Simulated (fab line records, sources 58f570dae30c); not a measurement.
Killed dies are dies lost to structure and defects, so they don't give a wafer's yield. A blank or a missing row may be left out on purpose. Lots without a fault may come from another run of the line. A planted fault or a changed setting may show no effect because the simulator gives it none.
Split-lot experiment | flow berkeley_cmos170 | 5 lots, 23 wafers read, on a route of 331 steps

THE SPLIT
At UCB170_ACTIVE_COAT_08 (resist thk 900 nm), the setting spin_rpm was moved away from the recipe's 1500 rpm on 5 of the 23 wafers read, by -6.3% to +5.5%. The other wafers ran this setting at the recipe's value.

FROM THE SPLIT TO THE READING: what the file shows between them, 2 steps
- UCB170_ACTIVE_SOFTBAKE_09: time 60 s
- UCB170_ACTIVE_EXPOSE_10: exposes mask ACTIVE, target cd 1200 nm

THE READING
KrF_of_ACTIVE_COAT_08.thk_nm (the simulator's own value, which no gauge read), in nm, at UCB170_ACTIVE_ETCH_15 (etches Si3N4 in CH3F/Ar/O2, stops on SiO2, target depth 242 nm, time 151 s). The file gives no usual value for it. The 18 wafers here that ran the recipe average 722.7 nm, standard deviation 4.4 nm.

wafer  | tool, chamber at the split | spin_rpm as run, rpm | against the recipe | KrF_of_ACTIVE_COAT_08.thk_nm, nm | against lot-mates on the recipe
L075.3 | litho_track-02, 0          | 1500                 | recipe             | 733.4                            | -
L075.4 | litho_track-02, 0          | 1500                 | recipe             | 728.9                            | -
L075.6 | litho_track-02, 0          | 1500                 | recipe             | 728.7                            | -
L076.2 | litho_track-04, 0          | 1500                 | recipe             | 722.2                            | -
L076.3 | litho_track-04, 0          | 1500                 | recipe             | 716                              | -
L076.4 | litho_track-04, 0          | 1500                 | recipe             | 716.4                            | -
L076.5 | litho_track-04, 0          | 1500                 | recipe             | 723.9                            | -
L076.6 | litho_track-04, 0          | 1500                 | recipe             | 719.5                            | -
L078.1 | litho_track-02, 0          | 1405                 | -6.3%              | 748                              | +24.9
L078.2 | litho_track-02, 0          | 1500                 | recipe             | 720.7                            | -
L078.3 | litho_track-02, 0          | 1500                 | recipe             | 725.5                            | -
L078.4 | litho_track-02, 0          | 1405                 | -6.3%              | 751.8                            | +28.7
L078.6 | litho_track-02, 0          | 1405                 | -6.3%              | 751.3                            | +28.2
L080.1 | litho_track-03, 0          | 1500                 | recipe             | 718.7                            | -
L080.2 | litho_track-03, 0          | 1500                 | recipe             | 722.6                            | -
L080.4 | litho_track-03, 0          | 1500                 | recipe             | 721.5                            | -
L080.5 | litho_track-03, 0          | 1500                 | recipe             | 719.2                            | -
L080.6 | litho_track-03, 0          | 1500                 | recipe             | 719.1                            | -
L083.1 | litho_track-04, 0          | 1582                 | +5.5%              | 701.8                            | -22.6
L083.2 | litho_track-04, 0          | 1500                 | recipe             | 725                              | -
L083.4 | litho_track-04, 0          | 1500                 | recipe             | 724.2                            | -
L083.5 | litho_track-04, 0          | 1500                 | recipe             | 723.9                            | -
L083.6 | litho_track-04, 0          | 1582                 | +5.5%              | 698.8                            | -25.6

THE FIT
A straight line over all 23 wafers: KrF_of_ACTIVE_COAT_08.thk_nm changes by -4.27 nm for each +1% of spin_rpm; r = -0.95; the points scatter about the line by 4.2 nm.
The same after taking each lot's own level away (the mean of its wafers on the recipe; 23 wafers): -4.34 nm for each +1%; r = -0.99; scatter 2.2 nm.
On that fit, the largest move of spin_rpm shifts the reading by 27 nm.
The lots' own levels span 719.60 to 730.33 nm, that is 2.4 times the standard deviation above.
So the lot-to-lot level changes the slope little: the two slopes agree.
Check: with one of the wafers moved furthest among these (-6.3%) left out of the fit, the line predicts +28.3 nm for it against its lot-mates. It came out at +24.9 nm against them.

OTHER SPLITS ON THESE WAFERS
These wafers also went through other splits before the reading. Each is held against what the fit with the lots' levels taken away leaves over:
other split on the same wafers     | wafers away from the commonest value | r with KrF_of_ACTIVE_COAT_08.thk_nm (lot level and that fit taken away)
UCB170_START_OXIDATION_02 temp_c   | 15                                   | +0.01
UCB170_NWELL_CVD_04 temp_c         | 10                                   | +0.01
UCB170_PWELL_CVD_05 pressure_mtorr | 15                                   | -0.02

THE WHOLE CHAIN: every reading that the file lists as answering this split, in the file's order
step                   | what it does                                                               | reading                                                                       | change (the file's fit)              | r (the file's)
UCB170_ACTIVE_COAT_08  | resist thk 900 nm                                                          | KrF_of_ACTIVE_COAT_08.thk_nm (the simulator's own value, which no gauge read) | -4.6 nm for each +1% of the setting  | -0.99
UCB170_ACTIVE_ETCH_15  | etches Si3N4 in CH3F/Ar/O2, stops on SiO2, target depth 242 nm, time 151 s | KrF_of_ACTIVE_COAT_08.thk_nm (the simulator's own value, which no gauge read) | -4.35 nm for each +1% of the setting | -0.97
UCB170_ACTIVE_STRIP_16 | strips in O2                                                               | strip_time_to_endpoint_s                                                      | withheld for each +1% of the setting | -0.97

THE FILE'S OWN FIT
KrF_of_ACTIVE_COAT_08.thk_nm changes by -4.35 nm for each +1% of spin_rpm, r = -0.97.
